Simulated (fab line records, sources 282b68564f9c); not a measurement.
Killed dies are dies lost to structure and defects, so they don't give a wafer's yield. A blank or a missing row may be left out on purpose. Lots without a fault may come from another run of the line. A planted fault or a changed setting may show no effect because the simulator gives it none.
Which tool did it? | flow rit_cmos | 13 lots, 39 wafers sampled, at 2 steps of a route of 202

WHAT THE GAUGES READ, wafer by wafer
RIT_M1_CD_MEAS_09: target cd 2600 nm.
lot  | measured    | on        | cd_nm (nm)
L684 | day 3 08:23 | cd_sem-01 | 2595.3 2597.1 2594.0
L685 | day 3 17:02 | cd_sem-01 | 2601.6 2599.4 2600.3
L686 | day 3 21:32 | cd_sem-02 | 2602.3 2600.5 2600.0
L687 | day 4 01:43 | cd_sem-01 | 2599.2 2598.4 2598.0
L688 | day 4 06:25 | cd_sem-01 | 2600.4 2599.3 2601.0
L689 | day 4 13:34 | cd_sem-02 | 2598.5 2599.2 2601.2
L690 | day 4 13:59 | cd_sem-01 | 2601.9 2601.5 2602.1
L691 | day 4 18:41 | cd_sem-01 | 2602.1 2601.4 2602.8
L692 | day 5 03:50 | cd_sem-02 | 2602.9 2601.9 2601.3
L693 | day 5 08:07 | cd_sem-02 | 2600.6 2600.9 2598.4
L694 | day 5 11:57 | cd_sem-02 | 2598.8 2601.0 2598.0
L695 | day 5 16:41 | cd_sem-02 | 2597.7 2599.1 2598.1
L700 | day 6 16:26 | cd_sem-02 | 2596.6 2573.9 2562.7

WHICH TOOL RAN EACH LOT (tool, then ch and the chambers of the sampled wafers, then the start)
lot  | RIT_M1_EXPOSE_06
L684 | iline_stepper-01 ch 0, day 3 07:57
L685 | iline_stepper-02 ch 0, day 3 16:36
L686 | iline_stepper-01 ch 0, day 3 21:07
L687 | iline_stepper-01 ch 0, day 4 01:17
L688 | iline_stepper-01 ch 0, day 4 05:50
L689 | iline_stepper-02 ch 0, day 4 13:08
L690 | iline_stepper-02 ch 0, day 4 13:33
L691 | iline_stepper-01 ch 0, day 4 18:15
L692 | iline_stepper-01 ch 0, day 5 03:24
L693 | iline_stepper-02 ch 0, day 5 07:41
L694 | iline_stepper-01 ch 0, day 5 11:31
L695 | iline_stepper-02 ch 0, day 5 16:15
L700 | iline_stepper-01 ch 0, day 6 16:01
- RIT_M1_EXPOSE_06: exposes mask M12, target cd 2600 nm.

WHAT THE TOOLS THEMSELVES READ (means of the sampled wafers that have a number; where no wafer has one, the mark that the record gives instead)
RIT_M1_EXPOSE_06.
lot  | tool             | exposure_dose_mJ_cm2
L684 | iline_stepper-01 | 250.06
L685 | iline_stepper-02 | 249.86
L686 | iline_stepper-01 | 250.02
L687 | iline_stepper-01 | 249.71
L688 | iline_stepper-01 | 249.90
L689 | iline_stepper-02 | 249.92
L690 | iline_stepper-02 | 250.11
L691 | iline_stepper-01 | 249.89
L692 | iline_stepper-01 | 250.05
L693 | iline_stepper-02 | 249.99
L694 | iline_stepper-01 | 250.14
L695 | iline_stepper-02 | 250.15
L700 | iline_stepper-01 | 246.06

THE ANSWER, worked out from the rows above alone
Rule: what is usual is taken from the lots themselves. Put in order of their means at a reading, lots are off if they are a third of the lots or fewer, leave a main group of 4 or more, and stand apart from it by a gap of 3 or more times the standard deviation of the main group's means; of several such gaps the widest counts. A main group whose means are all the same, to the digits that the tables above print for the reading, isn't used. A lot without any number at a reading at which 4 lots or more have one is off too. The other lots that the step has rows for count as sound. The gauges are gone through in route order, then the tools' own readings, and for those a lot's mean is taken as printed above. The first step at which some lot is off is used, and at that step the reading that is off furthest; a lot without a number counts as furthest.
Off: L700, at RIT_M1_CD_MEAS_09 (cd_nm). The main group: mean 2599.9 nm, standard deviation 1.8.
A tool fits if, at a process step before that reading, it ran every lot that is off, and no sound lot after the first of them. The gauges at RIT_M1_CD_MEAS_09 aren't tried: what is off there is off at RIT_M1_EXPOSE_06 too, on other tools, and a gauge's error can't cause that. One fits: iline_stepper-01 at RIT_M1_EXPOSE_06. Its last sound lot is L694 (day 5 11:31), its first lot that is off L700 (day 6 16:01): a fault that began between those two fits.
The tool's own readings at RIT_M1_EXPOSE_06 bear it out: on the lots that are off they differ by more than 5 times the standard deviation of the sound lots' means. exposure_dose_mJ_cm2 reads 246.06 there against 249.98 on the sound lots.

WHAT THE SIMULATOR HAD PUT IN
Process parameter drift: iline_stepper-01, from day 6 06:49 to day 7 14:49, at RIT_M1_EXPOSE_06. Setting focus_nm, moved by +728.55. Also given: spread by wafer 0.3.
Lots struck among those shown: L700. The rule above found the same.
